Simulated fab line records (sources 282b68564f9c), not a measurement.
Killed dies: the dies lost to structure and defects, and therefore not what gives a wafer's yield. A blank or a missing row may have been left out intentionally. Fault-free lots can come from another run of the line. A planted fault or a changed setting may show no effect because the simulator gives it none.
Problem report in the 8D (eight disciplines) form, filled by code + flow rit-cmos + the parts of the form that need people (team, actions taken, sign-off) are left out

== 1. WHAT WENT WRONG ==
FOX1_OXIDE_THK at RIT_FOX1_THK_MEAS_01 reads a mean of 317 nm on 3 wafers of 1 lot; wafers without a fault read 348 nm with a standard deviation of 5.8. That puts it -5.3 standard deviations away from the usual mean.
Seen first at day 2 14:29 on film-metro-02, wafer L812.2. The record has a number at this step for 39 wafers belonging to 13 lots. Rule for "out", or "out of limits": more than 4 standard deviations from the usual mean. Any other wafer with a number is counted as sound.

== 2. WHAT IT IS, WHAT IT ISN'T ==
| question                    | is                     | is not                                                                                                              |
|-----------------------------|------------------------|---------------------------------------------------------------------------------------------------------------------|
| which readings at this step | FOX1_OXIDE_THK         | -                                                                                                                   |
| which lots                  | L812                   | L808, L809, L810, L820, L821, L823, L825, L826, L827, L828, L829, L831                                              |
| which wafers of those lots  | all that have a number | -                                                                                                                   |
| read on which gauges        | film-metro-02          | film-metro-01, film-metro-03                                                                                        |
| when                        | from day 2 14:29       | up to then (9 sound wafers); but 27 sound wafers of L820, L821, L823, L825, L826, L827, L828, L829, L831 came after |

== 3. WHAT RULES OUT EACH SUSPECT ==
Counting: a tool at a process step up to the reading stays a suspect if it ran every lot that is out and no sound lot after the first of them.
- the gauge at RIT_FOX1_THK_MEAS_01: kept. All the wafers that are out were read on film-metro-02, and no step on other tools shows them out.
- furnace-04 at RIT_FOX1_OXIDATION_00 (target thk 350.7 nm, ox time 1130 s): kept. It ran the lot that is out, L812 (day 2 13:10), and no sound lot after that; its last sound lot up to then is L810 (day 2 02:34).
Remaining after the count are furnace-04 at RIT_FOX1_OXIDATION_00 and film-metro-02 at RIT_FOX1_THK_MEAS_01.

== 4. THE CAUSE (what the simulator had put in) ==
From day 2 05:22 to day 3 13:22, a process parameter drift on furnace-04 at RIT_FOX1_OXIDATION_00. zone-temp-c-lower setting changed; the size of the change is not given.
After counting, 2 suspects remain, this tool included.

== 5. THE CHAIN OF EFFECTS, in route order ==
Rows list readings where the struck wafers' mean (over those with a number) sits beyond 3 standard deviations from the usual. Scope: only readings with a usual standard deviation given in the record; hours: median across lots of the time from each lot's start at the first step in this table that gives one to its start at this step; sigmas: change in usual standard deviations.
| hours | step                 | reading        | usual  | on struck wafers | change | sigmas |
|-------|----------------------|----------------|--------|------------------|--------|--------|
| 0     | RIT_FOX1_THK_MEAS_01 | FOX1_OXIDE_THK | 348 nm | 317              | -31    | -5.3   |

== 6. WHAT WOULD HAVE CAUGHT IT SOONER ==
The first out-of-limits reading at a measuring or inspecting step in this record came at day 2 14:29, 9 hours after the fault's start at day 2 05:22.
No tool reading at RIT_FOX1_OXIDATION_00 that has a usual standard deviation in the record was out on any struck wafer, so an alarm limit of 4 standard deviations on those readings would not have fired.
All the lots that are out (1) had begun RIT_FOX1_OXIDATION_00 on furnace-04 by day 2 14:29. A hold on the tool at that time would have spared none of them.
